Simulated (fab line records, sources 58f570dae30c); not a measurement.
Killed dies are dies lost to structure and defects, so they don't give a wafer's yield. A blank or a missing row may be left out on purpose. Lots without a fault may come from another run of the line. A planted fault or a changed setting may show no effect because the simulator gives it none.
Which tool did it? | flow berkeley_cmos170 | 13 lots, 39 wafers sampled, at 5 steps of a route of 331

WHAT THE GAUGES READ, wafer by wafer
UCB170_SDANNEAL_RS_MEAS_02: measures by four-point-probe. Usual: PSD_RS 75.53 ohm/sq, standard deviation 0.28.
lot  | measured     | on            | PSD_RS (ohm/sq)                     | flag
L572 | day 7 05:32  | film_metro-02 | 75.53 75.83 75.90                   |
L570 | day 7 05:57  | film_metro-03 | 75.22 75.21 75.20                   |
L571 | day 7 05:43  | film_metro-01 | 75.73 75.92 75.93                   |
L573 | day 7 08:49  | film_metro-02 | 75.00 75.33 75.24                   |
L575 | day 7 21:31  | film_metro-02 | 75.53 75.71 75.55                   |
L574 | day 7 21:59  | film_metro-01 | 75.67 75.02 75.86                   |
L578 | day 8 23:45  | film_metro-02 | 74.74 74.53 74.39 74.68 74.64 74.54 | OFF
L584 | day 9 15:04  | film_metro-03 | 73.96 73.89 74.02 73.96 73.88 74.11 | OFF
L587 | day 10 02:25 | film_metro-01 | 75.45 75.17 75.40                   |
L589 | day 10 05:10 | film_metro-02 | 75.88 75.84 75.92                   |
L590 | day 10 08:19 | film_metro-03 | 75.71 75.73 75.75                   |
L588 | day 10 08:28 | film_metro-01 | 75.72 75.98 75.40                   |
L592 | day 11 09:10 | film_metro-03 | 75.60 75.80 75.67                   |

UCB170_M3_OVL_MEAS_16. Usual: M3_OVL -1 nm, standard deviation 5.5.
lot  | measured     | on         | M3_OVL (nm) | flag
L572 | day 8 07:46  | overlay-01 | 5 1 4       |
L570 | day 8 08:02  | overlay-01 | 11 3 1      |
L571 | day 8 08:08  | overlay-02 | -5 0 -4     |
L573 | day 8 08:58  | overlay-02 | -4 -3 -5    |
L575 | day 9 01:18  | overlay-01 | -2 1 -8     |
L574 | day 9 01:05  | overlay-02 | 6 6 1       |
L578 | day 10 01:01 | overlay-02 | -6 6 -1     |
L584 | day 10 19:27 | overlay-02 | -5 -10 -6   |
L587 | day 11 01:13 | overlay-01 | 2 -1 -5     |
L589 | day 11 07:28 | overlay-02 | -7 -3 -7    |
L590 | day 11 10:41 | overlay-01 | 1 -5 3      |
L588 | day 11 12:33 | overlay-01 | -1 -3 -2    |
L592 | day 12 11:40 | overlay-01 | -4 -3 -6    |

WHICH TOOL RAN EACH LOT (tool, then ch and the chambers of the sampled wafers, then the start)
lot  | UCB170_NLDD_STRIP_10                 | UCB170_PSD_IMPLANT_08           | UCB170_M1_STRIP_13
L572 | plasma_asher-04 ch 0, day 6 19:49    | implanter-03 ch 0, day 7 01:25  | plasma_asher-03 ch 0,1, day 7 13:23
L570 | plasma_asher-04 ch 0,1, day 6 20:45  | implanter-02 ch 0, day 7 01:38  | plasma_asher-04 ch 0,1, day 7 13:38
L571 | plasma_asher-03 ch 0,1, day 6 21:26  | implanter-01 ch 0, day 7 01:55  | plasma_asher-01 ch 0,1, day 7 13:55
L573 | plasma_asher-03 ch 0,1, day 7 00:14  | implanter-01 ch 0, day 7 05:33  | plasma_asher-03 ch 0,1, day 7 15:45
L575 | plasma_asher-02 ch 0,1, day 7 11:10  | implanter-01 ch 0, day 7 17:23  | plasma_asher-03 ch 0,1, day 8 07:36
L574 | plasma_asher-03 ch 0,1, day 7 11:26  | implanter-02 ch 0, day 7 17:30  | plasma_asher-03 ch 0,1, day 8 07:25
L578 | plasma_asher-02 ch 0,1, day 8 14:10  | implanter-02 ch 0, day 8 19:20  | plasma_asher-04 ch 0,1, day 9 11:05
L584 | plasma_asher-04 ch 0,1, day 9 01:45  | implanter-02 ch 0, day 9 08:50  | plasma_asher-01 ch 0,1, day 10 03:35
L587 | plasma_asher-04 ch 0,1, day 9 14:57  | implanter-01 ch 0, day 9 21:43  | plasma_asher-01 ch 0,1, day 10 09:38
L589 | plasma_asher-02 ch 0,1, day 9 21:22  | implanter-01 ch 0, day 10 02:02 | plasma_asher-01 ch 0,1, day 10 13:28
L590 | plasma_asher-02 ch 0,1, day 9 22:10  | implanter-01 ch 0, day 10 04:30 | plasma_asher-03 ch 0,1, day 10 17:28
L588 | plasma_asher-04 ch 0,1, day 9 22:26  | implanter-03 ch 0, day 10 04:43 | plasma_asher-01 ch 0,1, day 10 19:20
L592 | plasma_asher-03 ch 0,1, day 10 19:50 | implanter-01 ch 0, day 11 01:37 | plasma_asher-01 ch 0,1, day 11 16:35
- UCB170_NLDD_STRIP_10: strips in O2.
- UCB170_PSD_IMPLANT_08
- UCB170_M1_STRIP_13: strips in O2.

WHAT THE TOOLS THEMSELVES READ (means of the sampled wafers that have a number; where no wafer has one, the mark that the record gives instead)
UCB170_NLDD_STRIP_10. Usual: drypump_motor_current_A 5.5 A, standard deviation 0.5; oes_product_au 0.734 a.u., standard deviation 0.0046; strip_time_to_endpoint_s 21.63 s, standard deviation 0.067.
lot  | tool            | drypump_motor_current_A (A) | oes_product_au (a.u.) | strip_time_to_endpoint_s (s) | flag
L572 | plasma_asher-04 | 5.4                         | 0.734                 | 21.57                        |
L570 | plasma_asher-04 | 5.7                         | 0.734                 | 21.64                        |
L571 | plasma_asher-03 | 5.3                         | 0.737                 | 21.66                        |
L573 | plasma_asher-03 | 5.3                         | 0.727                 | 21.63                        |
L575 | plasma_asher-02 | 5.6                         | 0.732                 | 21.67                        |
L574 | plasma_asher-03 | 5.2                         | 0.735                 | 21.59                        |
L578 | plasma_asher-02 | 5.6                         | 0.732                 | 21.58                        |
L584 | plasma_asher-04 | 5.9                         | 0.737                 | 21.67                        |
L587 | plasma_asher-04 | 5.9                         | 0.735                 | 21.72                        |
L589 | plasma_asher-02 | 5.6                         | 0.735                 | 21.71                        |
L590 | plasma_asher-02 | 5.2                         | 0.731                 | 21.60                        |
L588 | plasma_asher-04 | 5.7                         | 0.735                 | 21.56                        |
L592 | plasma_asher-03 | 5.2                         | 0.736                 | 21.60                        |

UCB170_PSD_IMPLANT_08. Usual: dose_ions_cm2 3e+15, standard deviation 3e+12; tilt_deg 7.001 degrees, standard deviation 0.018.
lot  | tool         | dose_ions_cm2 | tilt_deg (degrees) | flag
L572 | implanter-03 | 3e+15         | 7.009              |
L570 | implanter-02 | 3e+15         | 6.992              |
L571 | implanter-01 | 3e+15         | 6.990              |
L573 | implanter-01 | 3e+15         | 6.988              |
L575 | implanter-01 | 3e+15         | 7.013              |
L574 | implanter-02 | 3e+15         | 7.008              |
L578 | implanter-02 | 3e+15         | 7.002              |
L584 | implanter-02 | 3e+15         | 6.995              |
L587 | implanter-01 | 3e+15         | 6.985              |
L589 | implanter-01 | 3e+15         | 6.989              |
L590 | implanter-01 | 3e+15         | 6.991              |
L588 | implanter-03 | 3e+15         | 7.015              |
L592 | implanter-01 | 3e+15         | 7.026              |

UCB170_M1_STRIP_13. Usual: drypump_motor_current_A 5.5 A, standard deviation 0.33; oes_product_au 0.720 a.u., standard deviation 0.0046.
lot  | tool            | drypump_motor_current_A (A) | oes_product_au (a.u.) | flag
L572 | plasma_asher-03 | 5.3                         | 0.718                 |
L570 | plasma_asher-04 | 5.9                         | 0.721                 |
L571 | plasma_asher-01 | 5.6                         | 0.714                 |
L573 | plasma_asher-03 | 5.2                         | 0.720                 |
L575 | plasma_asher-03 | 5.2                         | 0.719                 |
L574 | plasma_asher-03 | 5.2                         | 0.722                 |
L578 | plasma_asher-04 | 5.9                         | 0.722                 |
L584 | plasma_asher-01 | 5.4                         | 0.722                 |
L587 | plasma_asher-01 | 5.6                         | 0.722                 |
L589 | plasma_asher-01 | 5.5                         | 0.720                 |
L590 | plasma_asher-03 | 5.2                         | 0.719                 |
L588 | plasma_asher-01 | 5.5                         | 0.720                 |
L592 | plasma_asher-01 | 5.6                         | 0.718                 |

THE ANSWER, worked out from the rows above alone
Rule: a lot is off if the mean of its wafers that have a number lies more than 3 standard deviations from the usual mean. A lot without any number at a reading at which 4 lots or more have one is off too. The other lots that the step has rows for count as sound. The gauges are gone through in route order, then the tools' own readings, and for those a lot's mean is taken as printed above. The first step at which some lot is off is used, and at that step the reading that is off furthest; a lot without a number counts as furthest.
Off: L578, L584, at UCB170_SDANNEAL_RS_MEAS_02 (PSD_RS).
A tool fits if, at a process step before that reading, it ran every lot that is off, and no sound lot after the first of them. The gauges at UCB170_SDANNEAL_RS_MEAS_02 are tried like those tools. One fits: implanter-02 at UCB170_PSD_IMPLANT_08. Its last sound lot is L574 (day 7 17:30), its first lot that is off L578 (day 8 19:20): a fault that began between those two fits.

WHAT THE SIMULATOR HAD PUT IN
Process parameter drift: implanter-02, from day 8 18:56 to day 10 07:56, at UCB170_PSD_IMPLANT_08. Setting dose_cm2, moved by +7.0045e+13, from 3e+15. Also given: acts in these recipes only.
Lots struck among those shown: L578, L584. The rule above found the same.
